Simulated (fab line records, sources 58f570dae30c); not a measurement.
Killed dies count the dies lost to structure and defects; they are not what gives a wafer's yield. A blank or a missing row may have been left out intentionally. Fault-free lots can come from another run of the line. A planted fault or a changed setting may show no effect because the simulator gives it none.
A sampling plan put to the test -- flow berkeley_cmos170 -- one line in one fab, 30 faults in these records, each fault weighed on the records of the lots it struck
Plan = the line's own looks (route steps where a gauge or an inspection reads the wafer without altering it). A look is open to judgement when struck wafers have a number at it and the file gives its usual mean and standard deviation on fault-free wafers. Caught: a look later than the fault's first step finds the struck wafers' mean 4 or more of those standard deviations (sigma) from the usual mean. On the tool: the same test on the tool's own readings at the fault's steps. Also counted as caught: the struck wafers showing another recipe, or a record that is empty for them alone.

THE FAULTS, as the simulator had put them in
1. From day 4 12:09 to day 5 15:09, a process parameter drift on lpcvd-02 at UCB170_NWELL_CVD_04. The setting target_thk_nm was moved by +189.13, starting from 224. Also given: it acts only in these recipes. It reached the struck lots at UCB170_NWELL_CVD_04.
2. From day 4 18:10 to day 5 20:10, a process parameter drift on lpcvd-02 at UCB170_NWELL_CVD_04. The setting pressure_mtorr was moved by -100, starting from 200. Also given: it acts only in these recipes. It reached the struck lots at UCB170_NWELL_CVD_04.
3. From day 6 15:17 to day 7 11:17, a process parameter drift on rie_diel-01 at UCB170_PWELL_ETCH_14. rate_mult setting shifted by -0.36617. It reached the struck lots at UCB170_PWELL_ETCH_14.
4. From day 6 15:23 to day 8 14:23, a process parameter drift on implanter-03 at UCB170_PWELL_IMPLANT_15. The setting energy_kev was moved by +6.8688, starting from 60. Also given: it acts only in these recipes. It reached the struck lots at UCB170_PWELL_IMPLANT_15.
5. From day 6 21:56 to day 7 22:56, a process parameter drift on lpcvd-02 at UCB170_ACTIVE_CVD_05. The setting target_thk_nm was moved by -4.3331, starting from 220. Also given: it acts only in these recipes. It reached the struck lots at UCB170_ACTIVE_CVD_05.
6. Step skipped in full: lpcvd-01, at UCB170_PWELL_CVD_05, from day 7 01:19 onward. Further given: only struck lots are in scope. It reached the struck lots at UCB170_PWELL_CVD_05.
7. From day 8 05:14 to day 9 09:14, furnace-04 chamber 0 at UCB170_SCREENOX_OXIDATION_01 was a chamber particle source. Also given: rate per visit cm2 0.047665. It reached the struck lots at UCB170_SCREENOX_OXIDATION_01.
8. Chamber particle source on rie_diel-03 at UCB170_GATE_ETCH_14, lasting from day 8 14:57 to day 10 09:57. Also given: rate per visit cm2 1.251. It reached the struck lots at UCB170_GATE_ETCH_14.
9. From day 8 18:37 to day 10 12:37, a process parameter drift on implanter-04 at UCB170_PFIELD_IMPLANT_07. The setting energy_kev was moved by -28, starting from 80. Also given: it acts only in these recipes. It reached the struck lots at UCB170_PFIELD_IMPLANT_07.
10. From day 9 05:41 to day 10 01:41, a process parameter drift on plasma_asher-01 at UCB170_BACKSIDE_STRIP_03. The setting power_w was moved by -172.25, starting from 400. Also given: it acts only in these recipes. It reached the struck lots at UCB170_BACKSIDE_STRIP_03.
11. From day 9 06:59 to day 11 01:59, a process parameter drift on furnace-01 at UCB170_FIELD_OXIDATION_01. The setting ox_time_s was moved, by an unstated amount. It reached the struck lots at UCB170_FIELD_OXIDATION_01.
12. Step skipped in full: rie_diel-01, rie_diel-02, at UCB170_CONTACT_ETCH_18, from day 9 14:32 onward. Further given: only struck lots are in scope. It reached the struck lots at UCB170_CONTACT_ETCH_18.
13. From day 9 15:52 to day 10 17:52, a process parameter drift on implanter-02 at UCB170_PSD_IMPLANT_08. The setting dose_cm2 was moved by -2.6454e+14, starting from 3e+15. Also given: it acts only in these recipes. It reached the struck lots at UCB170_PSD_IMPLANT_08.
14. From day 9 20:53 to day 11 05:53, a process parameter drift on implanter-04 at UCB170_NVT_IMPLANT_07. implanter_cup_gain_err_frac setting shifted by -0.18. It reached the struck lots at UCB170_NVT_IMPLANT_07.
15. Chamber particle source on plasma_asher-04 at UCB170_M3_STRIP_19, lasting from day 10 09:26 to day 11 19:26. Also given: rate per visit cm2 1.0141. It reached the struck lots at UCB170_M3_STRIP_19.
16. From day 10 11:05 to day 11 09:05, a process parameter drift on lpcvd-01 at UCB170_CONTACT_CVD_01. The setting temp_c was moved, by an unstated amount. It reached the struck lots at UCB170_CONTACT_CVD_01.
17. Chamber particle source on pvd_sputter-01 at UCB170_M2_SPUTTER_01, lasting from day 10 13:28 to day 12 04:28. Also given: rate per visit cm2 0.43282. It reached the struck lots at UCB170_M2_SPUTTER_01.
18. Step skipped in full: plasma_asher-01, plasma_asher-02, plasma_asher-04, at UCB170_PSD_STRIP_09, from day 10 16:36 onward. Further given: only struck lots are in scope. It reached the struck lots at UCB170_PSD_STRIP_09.
19. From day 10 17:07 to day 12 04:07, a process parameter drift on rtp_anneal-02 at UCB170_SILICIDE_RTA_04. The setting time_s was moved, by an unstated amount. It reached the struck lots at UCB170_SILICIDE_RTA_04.
20. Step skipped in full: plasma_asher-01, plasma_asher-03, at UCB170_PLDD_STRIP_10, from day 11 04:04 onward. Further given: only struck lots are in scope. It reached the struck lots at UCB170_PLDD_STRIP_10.
21. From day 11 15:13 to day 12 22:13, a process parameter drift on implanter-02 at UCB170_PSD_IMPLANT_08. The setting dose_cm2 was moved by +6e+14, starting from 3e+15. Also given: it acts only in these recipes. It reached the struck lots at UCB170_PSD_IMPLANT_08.
22. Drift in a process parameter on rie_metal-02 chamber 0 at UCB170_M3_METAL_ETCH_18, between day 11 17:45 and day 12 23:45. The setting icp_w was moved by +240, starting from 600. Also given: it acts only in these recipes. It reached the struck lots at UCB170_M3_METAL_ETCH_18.
23. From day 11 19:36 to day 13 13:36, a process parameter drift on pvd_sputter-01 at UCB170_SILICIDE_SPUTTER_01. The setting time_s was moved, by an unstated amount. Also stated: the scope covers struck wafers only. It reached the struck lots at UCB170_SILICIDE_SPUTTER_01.
24. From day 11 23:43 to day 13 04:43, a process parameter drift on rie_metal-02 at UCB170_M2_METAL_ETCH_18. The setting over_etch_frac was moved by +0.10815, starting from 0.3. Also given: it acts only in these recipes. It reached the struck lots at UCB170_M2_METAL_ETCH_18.
25. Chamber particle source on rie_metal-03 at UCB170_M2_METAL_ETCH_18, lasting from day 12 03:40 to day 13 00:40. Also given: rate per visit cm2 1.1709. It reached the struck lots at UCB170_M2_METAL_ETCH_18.
26. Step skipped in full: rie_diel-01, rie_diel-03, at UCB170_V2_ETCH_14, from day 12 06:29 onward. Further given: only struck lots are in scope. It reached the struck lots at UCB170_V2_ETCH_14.
27. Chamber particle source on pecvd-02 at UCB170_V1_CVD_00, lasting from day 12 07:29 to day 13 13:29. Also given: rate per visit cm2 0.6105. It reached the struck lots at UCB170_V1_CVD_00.
28. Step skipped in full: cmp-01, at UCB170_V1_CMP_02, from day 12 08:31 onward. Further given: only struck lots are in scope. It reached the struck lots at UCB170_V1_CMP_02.
29. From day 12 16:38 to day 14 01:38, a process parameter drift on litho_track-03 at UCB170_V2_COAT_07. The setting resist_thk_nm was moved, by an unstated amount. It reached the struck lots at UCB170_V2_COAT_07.
30. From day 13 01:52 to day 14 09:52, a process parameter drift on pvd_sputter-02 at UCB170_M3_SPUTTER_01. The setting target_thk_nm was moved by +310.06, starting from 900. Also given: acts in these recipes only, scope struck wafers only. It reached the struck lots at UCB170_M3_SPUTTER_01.

WHAT THE PLAN SAW
fault,on the tool itself,first look that catches it,"reading, sigma",median hours from its first step to that look,hours from the fault's start to the first struck lot there,judged looks passed uncaught
1,under 2 sigma,UCB170_NWELL_THK_MEAS_05,NWELL_NITRIDE_THK +94,1.9,5,0
2,pressure_mtorr -99 or beyond sigma,UCB170_NWELL_THK_MEAS_05,NWELL_NITRIDE_THK -21,1.9,5,0
3,oes_product_au -14 sigma,no look after it can be judged,-,-,-,0
4,beam_energy_keV +99 or beyond sigma,no look after it can be judged,-,-,-,0
5,under 2 sigma,not the one look that can be judged after it,"strongest: ACTIVE_NITRIDE_THK at UCB170_ACTIVE_THK_MEAS_06, -2.7",-,-,1
6,the tool's record is blank for the struck wafers,no look after it can be judged,-,-,-,0
7,under 2 sigma,no look after it can be judged,-,-,-,0
8,under 2 sigma,none of the 2 looks that can be judged after it,-,-,-,2
9,beam_energy_keV -99 or beyond sigma,UCB170_PFIELD_TW_MEAS_09,PFIELD_TW -7.0,0.2,7,0
10,strip_time_to_endpoint_s +99 or beyond sigma,no look after it can be judged,-,-,-,0
11,under 2 sigma,UCB170_FIELD_THK_MEAS_02,FIELD_OXIDE_THK -26,3.0,15,0
12,the tool's record is blank for the struck wafers,no look after it can be judged,-,-,-,0
13,dose_ions_cm2 -99 or beyond sigma,UCB170_SDANNEAL_RS_MEAS_02,PSD_RS +18,4.8,17,1
14,beam_on_s +10 sigma,UCB170_NVT_TW_MEAS_09,NVT_TW +7.1,0.2,12,0
15,under 2 sigma,no look after it can be judged,-,-,-,0
16,susceptor_temp_C -99 or beyond sigma,UCB170_CONTACT_THK_MEAS_02,CONTACT_PSG_THK -30,1.8,1,0
17,under 2 sigma,no look after it can be judged,-,-,-,0
18,the tool's record is blank for the struck wafers,UCB170_NSD_TW_MEAS_10,NSD_TW -99 or beyond,2.0,6,0
19,under 2 sigma,none of the 6 looks that can be judged after it,-,-,-,6
20,the tool's record is blank for the struck wafers,UCB170_NLDD_TW_MEAS_11,NLDD_TW -99 or beyond,3.5,4,0
21,dose_ions_cm2 +99 or beyond sigma,UCB170_PSD_TW_MEAS_10,PSD_TW +7.8,0.2,1,0
22,rf_fwd_power_W +99 or beyond sigma,UCB170_M3_CD_MEAS_90,cd_nm -4.6,0.3,3,0
23,under 2 sigma,UCB170_SILICIDE_RS_MEAS_02,SILICIDE_TI_RS +8.6,0.0,0,0
24,only faintly: oes_product_au -2.8 sigma,none of the 2 looks that can be judged after it,-,-,-,2
25,under 2 sigma,none of the 9 looks that can be judged after it,-,-,-,9
26,the tool's record is blank for the struck wafers,no look after it can be judged,-,-,-,0
27,under 2 sigma,not the one look that can be judged after it,-,-,-,1
28,the tool's record is blank for the struck wafers,UCB170_V1_THK_MEAS_04,V1_POLISHED_THK +99 or beyond,0.4,1,0
29,under 2 sigma,no look after it can be judged,-,-,-,0
30,under 2 sigma,UCB170_M3_RS_MEAS_02,M3_AL_RS -19,0.1,5,0
A dash: the fault isn't caught, or these records don't give the number.

Caught at a look: 14 of 30. Caught on the tool: 16 of 30. By one or the other: 20 of 30.
Faults caught by the tool alone: 3, 4, 6, 10, 12, 26.
Caught at a look alone: faults 1, 11, 23, 30.
Caught by neither: faults 5, 7, 8, 15, 17, 19, 24, 25, 27, 29.

THINNER SAMPLING
If the look that catches a fault measured only every second or every third lot, by lot number, the first struck lot would be measured this late in the worst case:
fault,"struck lots at that look, in order of time",every lot,every second lot,every third lot
1,"L635, L637, L636",5 h,11 h,11 h
2,"L259, L258",5 h,5 h,may miss all 2
9,"L918, L920, L922",7 h,may miss all 3,19 h
11,"L119, L118",15 h,15 h,may miss all 2
13,"L902, L900, L903",17 h,32 h,may miss all 3
14,"L678, L681",12 h,26 h,may miss all 2
16,"L383, L381",1 h,may miss all 2,may miss all 2
18,"L779, L783, L785",6 h,may miss all 3,may miss all 3
20,"L272, L273",4 h,4 h,may miss all 2
21,"L923, L927",1 h,may miss all 2,may miss all 2
22,"L296, L297",3 h,27 h,may miss all 2
23,"L105, L110",0 h,16 h,may miss all 2
28,"L186, L190",1 h,may miss all 2,may miss all 2
30,L213,5 h,may miss it,may miss it
Hours: fault start to first struck lot measured. The limit of 4 sigma was tested on all struck wafers together, so one lot alone may lie under it. Other struck lots may not be in these records.

THE LONGEST TIMED WAY FROM STEP TO LOOK
Fault 13: median gap of 4.8 hours between UCB170_PSD_IMPLANT_08 and UCB170_SDANNEAL_RS_MEAS_02. The look between them that can be judged stayed within 4 sigma: UCB170_PSD_TW_MEAS_10.
